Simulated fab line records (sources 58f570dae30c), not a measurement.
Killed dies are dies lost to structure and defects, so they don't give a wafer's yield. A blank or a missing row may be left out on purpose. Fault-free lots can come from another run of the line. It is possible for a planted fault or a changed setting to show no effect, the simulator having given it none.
Which tool was responsible? | flow berkeley-cmos170 | 7 lots with 21 wafers sampled at 2 steps, on a route of 331 steps

## WHAT EACH GAUGE READ, for each wafer
UCB170_NLDD_TW_MEAS_11.
lot  | measured     | on            | NLDD_TW
L613 | day 8 13:50  | film-metro-01 | 2197 2185 2189
L614 | day 8 23:45  | film-metro-01 | 2181 2190 2201
L616 | day 8 23:35  | film-metro-01 | 2193 2197 2191
L618 | day 9 14:23  | film-metro-02 | 2233 2228 2232
L625 | day 10 23:56 | film-metro-01 | 2092 2100 2090
L628 | day 11 15:38 | film-metro-02 | 2218 2210 2220
L631 | day 12 06:25 | film-metro-01 | 2203 2204 2217

## TOOL THAT RAN EACH LOT (tool first, then ch and the chambers of the sampled wafers, then the start)
lot  | UCB170_NLDD_IMPLANT_08
L613 | implanter-01 ch 0, day 8 13:26
L614 | implanter-04 ch 0, day 8 23:22
L616 | implanter-01 ch 0, day 8 23:13
L618 | implanter-04 ch 0, day 9 13:59
L625 | implanter-02 ch 0, day 10 23:32
L628 | implanter-01 ch 0, day 11 15:15
L631 | implanter-04 ch 0, day 12 06:01
- UCB170_NLDD_IMPLANT_08

## THE ANSWER, worked out from the rows above alone
Rule: the usual values come from the lots themselves. The widest of any qualifying gaps counts: lots, ordered by their means at a reading, are off when they make up no more than a third of the lots, leave a main group of 4 or more, and stand apart from it by 3 or more times the standard deviation of that group's means. A main group is skipped when, at the precision printed for the reading in the tables above, its means are all equal. Also off: a lot with no number at a reading for which 4 or more lots have one. Any other lot the step has rows for is counted as sound.
Off: L625, seen at UCB170_NLDD_TW_MEAS_11 (NLDD_TW). For the main group the mean is 2205 and the standard deviation 15.
A tool fits if, at a process step before that reading, it ran every lot that is off, and no sound lot after the first of them. Gauges at UCB170_NLDD_TW_MEAS_11: tried the same way as those tools. One candidate fits, namely implanter-02 at UCB170_NLDD_IMPLANT_08. It ran no sound lot before its first lot that is off in this sample, so the start can't be narrowed down.

## WHAT THE SIMULATOR PUT IN
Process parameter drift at UCB170_NLDD_IMPLANT_08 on implanter-02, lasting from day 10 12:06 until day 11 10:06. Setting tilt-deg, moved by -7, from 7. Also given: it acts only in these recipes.
Struck lots among those shown: L625. The rule given above showed the same thing.
